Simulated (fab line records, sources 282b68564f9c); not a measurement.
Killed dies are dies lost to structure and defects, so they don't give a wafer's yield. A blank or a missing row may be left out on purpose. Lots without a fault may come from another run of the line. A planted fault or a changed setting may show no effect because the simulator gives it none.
fab line records | flow rit_cmos
record lots=6 wafers=18 last_day=7
route steps=202 shown NSD@138 PSD@142 SDANNEAL@154 M1@202
lots that met no fault: from a run of the same line without faults
start_h: hours from the record's first day to the start of the lot's first wafer shown | wait_h: hours since the lot's step before | " the same as in the row above | L1.1+2: a row that stands for several wafers | - no value, or no start given | * or withheld: withheld | < > ~ a bound
route shown NAME@n: a module of which the file shows steps, and the number in the route of the first | usual: mean/standard deviation of fault-free wafers | same: alike in all rows | chamber/n: place in a boat | sites: the reading at each site | _std_site: their standard deviation | _edge_site: outer sites' mean less inner sites' | radius_mm: how far each site lies from the wafer's centre | mask NAME#n: copy n | behind: the tool/chamber that last shaped the wafer | hold: why the lot was held/for how many hours/how that ended | device: the transistor (n, p or np) that didn't switch | end of line: the same wafers' tests at the end of the route | a step without rows: its recipe alone | killed: dies lost to structure and defects at the first sort, not the wafer's yield | map: a wafer's dies, x killed, . not, _ none there
set.NAME: the setting as run; set.NAME@STEP: as run at that earlier step | model.NAME: the simulator's own value behind a step, which no gauge read
lots at some steps of the route; a table a step, a row a wafer
services: from which hour (start_h, from the record's first day; less than 0 if before it) a tool's chamber was out of use, for how many hours, and why
## steps
# step RIT_NSD_HARDBAKE_07
# recipe resist=NOVOLAK temp_c=140 time_s=60
# step RIT_NSD_IMPLANT_08
# recipe species=P energy_kev=25 dose_cm2=1e+15 tilt_deg=7
# step RIT_NSD_STRIP_09
# recipe chemistry=O2 time_s=180 resist=NOVOLAK platen_temp_c=withheld power_w=500 pressure_mtorr=4000 o2_flow_sccm=4000
# usual drypump_motor_current_A=5.67/0.28
# columns lot.wafer tool chamber start_h wait_h drypump_motor_current_A rf_hours_counter_h
L766.3 plasma_asher-01 0 64.04 0.1 5.34 -
L766.5 " 1 " " 5.51 -
L766.6 " 0 " " 5.35 -
L768.2 plasma_asher-01 0 75.94 0.1 5.36 45
L768.3 " 1 " " 5.52 -
L768.6 " 1 " " 5.53 -
L775.1 plasma_asher-03 1 109.37 0.3 5.98 45
L775.3 " 0 " " 5.51 -
L775.5 " 1 " " 6.00 -
L776.2 plasma_asher-03 1 112.76 0.1 6.01 45
L776.4 " 0 " " 5.54 -
L776.6 " 1 " " 6.02 -
L783.1 plasma_asher-04 0 149.18 0.1 5.57 37
L783.3 " 0 " " 5.55 -
L783.5 " 1 " " 6.10 -
L785.1 plasma_asher-04 0 155.84 0.1 5.53 38
L785.4 " 1 " " 6.10 -
L785.5 " 1 " " 6.09 -
# step RIT_NSD_TW_MEAS_10
# usual NSD_TW=3137/13
# columns lot.wafer tool chamber start_h wait_h NSD_TW
L766.3 film_metro-04 - 64.18 0.1 3139
L766.5 " - " " 3129
L766.6 " - " " 3141
L768.2 film_metro-02 - 76.12 0.1 3117
L768.3 " - " " 3126
L768.6 " - " " 3117
L775.1 film_metro-02 - 109.55 0.1 3163
L775.3 " - " " 3141
L775.5 " - " " 3152
L776.2 film_metro-03 - 112.94 0.1 3144
L776.4 " - " " 3160
L776.6 " - " " 3146
L783.1 film_metro-02 - 149.36 0.1 3155
L783.3 " - " " 3141
L783.5 " - " " 3133
L785.1 film_metro-04 - 156.01 0.1 3160
L785.4 " - " " 3151
L785.5 " - " " 3154
# step RIT_PSD_HMDS_00
# recipe prime_time_s=60 prime_temp_c=140
# step RIT_PSD_COAT_01
# recipe resist=NOVOLAK spin_rpm=3250 resist_thk_nm=1000
# step RIT_PSD_SOFTBAKE_02
# recipe resist=NOVOLAK temp_c=90 time_s=60
# step RIT_PSD_EXPOSE_03
# recipe mask_id=M10 na=0.57 target_cd_nm=40900 dose_mj=250
# step RIT_PSD_PEB_04
# recipe resist=NOVOLAK temp_c=withheld time_s=withheld
# step RIT_PSD_DEVELOP_05
# recipe resist=NOVOLAK develop_time_s=50 dev_temp_c=23
# step RIT_PSD_OVL_MEAS_06
# usual PSD_OVL=-0.9/1.3
# columns lot.wafer tool chamber start_h wait_h PSD_OVL[nm]
L766.3 overlay-01 - 65.67 - -0.1
L766.5 " - " " 0.6
L766.6 " - " " 0.8
L768.2 overlay-02 - 77.15 - 0.9
L768.3 " - " " -2.0
L768.6 " - " " -3.4
L775.1 overlay-02 - 110.58 - -1.9
L775.3 " - " " -1.7
L775.5 " - " " -2.2
L776.2 overlay-01 - 113.85 - -3.4
L776.4 " - " " -1.6
L776.6 " - " " -0.2
L783.1 overlay-01 - 150.27 - -3.5
L783.3 " - " " -2.6
L783.5 " - " " -3.3
L785.1 overlay-02 - 157.02 - 0.9
L785.4 " - " " 0.4
L785.5 " - " " 0.1
# step RIT_PSD_HARDBAKE_07
# recipe resist=NOVOLAK temp_c=140 time_s=60
# step RIT_PSD_IMPLANT_08
# recipe species=BF2 energy_kev=27 dose_cm2=5e+15 tilt_deg=7
# usual beam_on_s=13.1/0.49 dose_ions_cm2=5.001e+15/5.6e+12 end_station_pressure_torr=1.4e-05/7.8e-07
# columns lot.wafer tool chamber start_h wait_h beam_on_s dose_ions_cm2 end_station_pressure_torr
L766.3 implanter-03 0 65.98 0.1 13.0 5.001e+15 1.38e-05
L766.5 " 0 " " 13.1 5.001e+15 1.5e-05
L766.6 " 0 " " 13.3 5.006e+15 1.39e-05
L768.2 implanter-03 0 77.36 0.1 13.1 4.996e+15 1.39e-05
L768.3 " 0 " " 13.1 4.998e+15 1.38e-05
L768.6 " 0 " " 12.8 4.997e+15 1.25e-05
L775.1 implanter-03 0 110.83 0.1 24.7 9.503e+15 1.21e-05
L775.3 " 0 " " 24.8 9.513e+15 1.21e-05
L775.5 " 0 " " 25.4 9.502e+15 1.17e-05
L776.2 implanter-03 0 114.05 0.1 24.4 9.493e+15 1.25e-05
L776.4 " 0 " " 23.8 9.493e+15 1.2e-05
L776.6 " 0 " " 25.1 9.498e+15 1.05e-05
L783.1 implanter-04 0 150.45 0.1 12.3 4.989e+15 1.43e-05
L783.3 " 0 " " 12.3 5e+15 1.5e-05
L783.5 " 0 " " 12.7 5.002e+15 1.4e-05
L785.1 implanter-04 0 157.37 0.1 12.7 4.997e+15 1.41e-05
L785.4 " 0 " " 12.8 4.998e+15 1.46e-05
L785.5 " 0 " " 12.7 5e+15 1.36e-05
# step RIT_PSD_STRIP_09
# recipe chemistry=O2 time_s=180 resist=NOVOLAK platen_temp_c=withheld power_w=500 pressure_mtorr=4000 o2_flow_sccm=4000
# usual drypump_motor_current_A=5.6/0.33
# columns lot.wafer tool chamber start_h wait_h drypump_motor_current_A rf_hours_counter_h
L766.3 plasma_asher-02 1 66.14 0.1 6.0 -
L766.5 " 1 " " 6.0 -
L766.6 " 0 " " 5.1 -
L768.2 plasma_asher-02 1 77.48 0.1 6.0 44
L768.3 " 0 " " 5.2 -
L768.6 " 1 " " 6.0 -
L775.1 plasma_asher-02 0 110.98 0.1 5.1 48
L775.3 " 0 " " 5.2 -
L775.5 " 1 " " 6.0 -
L776.2 plasma_asher-03 0 114.18 0.1 5.5 46
L776.4 " 1 " " 6.0 -
L776.6 " 0 " " 5.5 -
L783.1 plasma_asher-01 1 150.60 0.1 5.5 3
L783.3 " 1 " " 5.5 -
L783.5 " 0 " " 5.3 -
L785.1 plasma_asher-03 1 157.52 0.1 6.0 50
L785.4 " 1 " " 6.0 -
L785.5 " 0 " " 5.5 -
# step RIT_PSD_TW_MEAS_10
# usual PSD_TW=3447/19
# columns lot.wafer tool chamber start_h wait_h hold PSD_TW
L766.3 film_metro-02 - 66.28 0.1 - 3433
L766.5 " - " " - 3450
L766.6 " - " " - 3440
L768.2 film_metro-02 - 77.67 0.1 - 3420
L768.3 " - " " - 3429
L768.6 " - " " - 3432
L775.1 film_metro-02 - 111.16 0.1 await_dispo/0.2h/release 3618
L775.3 " - " " await_dispo/0.2h/release 3614
L775.5 " - " " await_dispo/0.2h/release 3600
L775.1 film_metro-02 - 111.38 0.2 - 3599
L775.3 " - " " - 3620
L775.5 " - " " - 3629
L776.2 film_metro-04 - 114.36 0.1 await_dispo/0.2h/release 3607
L776.4 " - " " await_dispo/0.2h/release 3587
L776.6 " - " " await_dispo/0.2h/release 3570
L776.2 film_metro-04 - 114.59 0.2 - 3589
L776.4 " - " " - 3612
L776.6 " - " " - 3585
L783.1 film_metro-02 - 150.78 0.1 - 3437
L783.3 " - " " - 3446
L783.5 " - " " - 3424
L785.1 film_metro-03 - 157.69 0.1 - 3428
L785.4 " - " " - 3428
L785.5 " - " " - 3432
# step RIT_SDANNEAL_CLEAN_01
# recipe chemistry=dHF dilution=50:1 time_s=30
# step RIT_SDANNEAL_CLEAN_02
# recipe chemistry=SC2 mix=3:3:50 time_s=600 temp_c=75 dry=n2_spin
# step RIT_SDANNEAL_RTA_03
# recipe temp_c=1050 time_s=5 idle_temp_c=600 ramp_up_c_per_s=342 ramp_down_c_per_s=171 cool_to_c=600 ambient=N2
# usual ramp_down_c_per_s=171.00/0.03 wafer_temp_C_max=1053.5/1.1
# columns lot.wafer tool chamber start_h wait_h ramp_down_c_per_s wafer_temp_C_max
L766.3 rtp_anneal-01 0 66.86 0.0 170.98 1052.8
L766.5 " 0 " " 170.98 1052.9
L766.6 " 0 " " 171.04 1053.4
L768.2 rtp_anneal-01 0 78.10 0.0 171.03 1054.5
L768.3 " 0 " " 171.01 1052.8
L768.6 " 0 " " 171.03 1053.9
L775.1 rtp_anneal-02 0 116.87 0.0 171.04 1054.1
L775.3 " 0 " " 170.96 1051.9
L775.5 " 0 " " 170.99 1053.4
L776.2 rtp_anneal-01 0 118.13 0.0 171.00 1051.0
L776.4 " 0 " " 171.02 1052.0
L776.6 " 0 " " 171.01 1054.3
L783.1 rtp_anneal-02 0 151.21 0.0 170.95 1053.3
L783.3 " 0 " " 171.03 1054.6
L783.5 " 0 " " 170.97 1052.5
L785.1 rtp_anneal-02 0 158.15 0.0 170.98 1052.6
L785.4 " 0 " " 171.02 1054.3
L785.5 " 0 " " 170.98 1052.5
# step RIT_SDANNEAL_RS_MEAS_04
# recipe thk_meas_gauge=four-point-probe
# usual PSD_RS=115.9/0.35
# columns lot.wafer tool chamber start_h wait_h hold PSD_RS[ohm/sq]
L766.3 film_metro-02 - 66.94 0.1 - 115.7
L766.5 " - " " - 115.2
L766.6 " - " " - 115.2
L768.2 film_metro-04 - 78.17 0.1 - 115.6
L768.3 " - " " - 115.5
L768.6 " - " " - 115.4
L775.1 film_metro-04 - 116.93 0.0 await_dispo/0.2h/release 108.1
L775.3 " - " " await_dispo/0.2h/release 108.0
L775.5 " - " " await_dispo/0.2h/release 108.2
L775.1 film_metro-04 - 117.21 0.3 - 107.9
L775.3 " - " " - 108.1
L775.5 " - " " - 108.3
L776.2 film_metro-04 - 118.20 0.1 await_dispo/0.2h/release 108.2
L776.4 " - " " await_dispo/0.2h/release 108.0
L776.6 " - " " await_dispo/0.2h/release 107.7
L776.2 film_metro-04 - 118.49 0.3 - 108.1
L776.4 " - " " - 108.1
L776.6 " - " " - 107.8
L783.1 film_metro-04 - 151.27 0.0 - 115.5
L783.3 " - " " - 115.9
L783.5 " - " " - 115.7
L785.1 film_metro-04 - 158.21 0.0 - 115.9
L785.4 " - " " - 115.9
L785.5 " - " " - 115.5
# step RIT_SDANNEAL_RS_MEAS_05
# recipe thk_meas_gauge=four-point-probe
# usual NSD_RS=84.5/0.32
# columns lot.wafer tool chamber start_h wait_h hold NSD_RS[ohm/sq]
L766.3 film_metro-02 - 67.06 0.1 - 84.0
L766.5 " - " " - 83.8
L766.6 " - " " - 83.7
L768.2 film_metro-04 - 78.29 0.1 - 84.3
L768.3 " - " " - 84.3
L768.6 " - " " - 84.2
L776.2 film_metro-04 - 121.25 2.7 await_dispo/2.6h/release 84.5
L776.4 " - " " await_dispo/2.6h/release 84.5
L776.6 " - " " await_dispo/2.6h/release 84.4
L775.1 film_metro-04 - 121.57 4.3 await_dispo/4.2h/release 84.1
L775.3 " - " " await_dispo/4.2h/release 84.4
L775.5 " - " " await_dispo/4.2h/release 84.3
L783.1 film_metro-04 - 151.39 0.1 - 84.5
L783.3 " - " " - 84.3
L783.5 " - " " - 84.7
L785.1 film_metro-04 - 158.33 0.1 - 84.2
L785.4 " - " " - 84.0
L785.5 " - " " - 84.0
# step RIT_M1_PROBE_99
# usual killed_at_contacts=0.1/0.27 killed_at_front_end=7/3.1 killed_dies=7/3.1 killed_open=3.3/2.1 killed_short=3.5/2
# same gross_dies=264 killed_at_M0_to_M3=0 killed_at_M4_up=0 killed_at_back_side=0 killed_at_other=0
# columns lot.wafer tool chamber start_h wait_h killed_at_contacts killed_at_front_end killed_dies killed_open killed_short
L776.2 prober-02 - 128.66 0.1 0 9 9 5 4
L776.4 prober-02 - 128.76 0.2 1 2 3 3 0
L776.6 prober-02 - 128.86 0.2 0 8 8 5 3
L775.1 prober-01 - 128.68 0.1 0 11 11 8 3
L775.3 prober-01 - 128.78 0.2 0 12 12 6 6
L775.5 prober-01 - 128.88 0.2 0 4 4 2 2
L783.1 prober-01 - 159.09 0.1 0 7 7 2 5
L783.3 prober-01 - 159.19 0.2 0 8 8 3 5
L783.5 prober-01 - 159.29 0.2 0 9 9 3 6
L785.1 prober-02 - 165.73 0.1 0 5 5 2 3
L785.4 prober-02 - 165.88 0.2 0 2 2 1 1
L785.5 prober-02 - 165.93 0.2 0 7 7 4 3
# killed by level:class
L776.2 GATE:geometric_particle:open=3 SILICIDE:geometric_particle:open=2 SILICIDE:geometric_particle:short=2 FOX1:geometric_particle:short=1 REOX:geometric_particle:short=1
L775.1 FOX1:geometric_particle:open=5 GATE:geometric_particle:open=2 REOX:geometric_particle:short=2 FOX1:geometric_particle:short=1 SILICIDE:geometric_particle:open=1
L776.4 GATE:geometric_particle:open=1 REOX:geometric_particle:open=1 CONTACT:geometric_particle:open=1
L775.3 FOX1:geometric_particle:short=2 FOX1:geometric_particle:open=2 GATE:geometric_particle:short=2 FOX2:geometric_particle:short=1 FOX2:geometric_particle:open=1 GATE:geometric_particle:open=1 REOX:geometric_particle:open=1 SPACER:geometric_particle:open=1
L776.6 GATE:geometric_particle:open=4 FOX1:geometric_particle:open=1 GATE:geometric_particle:short=1 SPACER:geometric_particle:short=1 SILICIDE:geometric_particle:short=1
L775.5 GATE:geometric_particle:short=1 GATE:geometric_particle:open=1 REOX:geometric_particle:open=1 SILICIDE:geometric_particle:short=1
L783.1 FOX1:geometric_particle:short=2 FOX2:geometric_particle:short=1 GATE:geometric_particle:short=1 REOX:geometric_particle:open=1 SILICIDE:geometric_particle:open=1 SILICIDE:geometric_particle:short=1
L783.3 REOX:geometric_particle:short=2 SPACER:geometric_particle:open=2 FOX1:geometric_particle:short=1 GATE:geometric_particle:short=1 REOX:geometric_particle:open=1 SILICIDE:geometric_particle:short=1
L783.5 FOX1:geometric_particle:short=2 FOX2:geometric_particle:open=2 GATE:geometric_particle:short=2 GATE:geometric_particle:open=1 REOX:geometric_particle:short=1 SILICIDE:geometric_particle:short=1
L785.1 GATE:geometric_particle:short=2 FOX1:geometric_particle:open=1 GATE:geometric_particle:open=1 SPACER:geometric_particle:short=1
L785.4 FOX1:geometric_particle:open=1 SPACER:geometric_particle:short=1
L785.5 GATE:geometric_particle:open=4 GATE:geometric_particle:short=3
## services
# columns tool chamber start_h hours kind
implanter-04 - 74.66 10.1 repair
implanter-03 - 89.85 3.6 pm
plasma_asher-01 - 103.58 5.6 repair
implanter-03 - 105.13 0.7 repair
plasma_asher-01 - 109.20 9.0 pm
plasma_asher-01 0 109.20 9.0 vent_cycle
plasma_asher-01 1 109.20 9.0 vent_cycle
plasma_asher-01 0 118.20 - clean
plasma_asher-01 1 118.20 - clean
plasma_asher-02 - 128.81 0.6 repair
plasma_asher-03 - 131.59 4.5 repair
implanter-03 - 156.47 11.7 pm
## key
first_sign step=RIT_PSD_IMPLANT_08 reading=dose_ions_cm2 direction=up sigmas=99+ usual=5.001e+15 struck=9.5e+15
effect step=RIT_PSD_IMPLANT_08 reading=beam_on_s direction=up sigmas=24 usual=13.1 struck=24.7
effect step=RIT_PSD_TW_MEAS_10 reading=visit direction=added
effect step=RIT_PSD_TW_MEAS_10 reading=PSD_TW direction=up sigmas=8.1 usual=3447 struck=3599
effect step=RIT_SDANNEAL_RS_MEAS_04 reading=visit direction=added
effect step=RIT_SDANNEAL_RS_MEAS_04 reading=PSD_RS direction=down sigmas=23 usual=115.9 struck=108.0
met_at RIT_PSD_IMPLANT_08
struck_wafers L775.1,L775.3,L775.5,L776.2,L776.4,L776.6
tester_left_out L775,L776
onset_between 77.36 110.83
fault kind=process_parameter_drift tool=implanter-03 chamber=- onset_h=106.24 steps=RIT_PSD_IMPLANT_08 channel=dose_cm2 offset=4.5e+15 shape=step end_h=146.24 acts_in=these_recipes_only stated=5e+15
# tester_left_out: of these lots the tester's yield and bins aren't shown, on N5 and GAA mostly nor the transistor test; their killed dies are dies lost to structure and defects alone, not to doping, threshold or leakage, so they don't give the yield
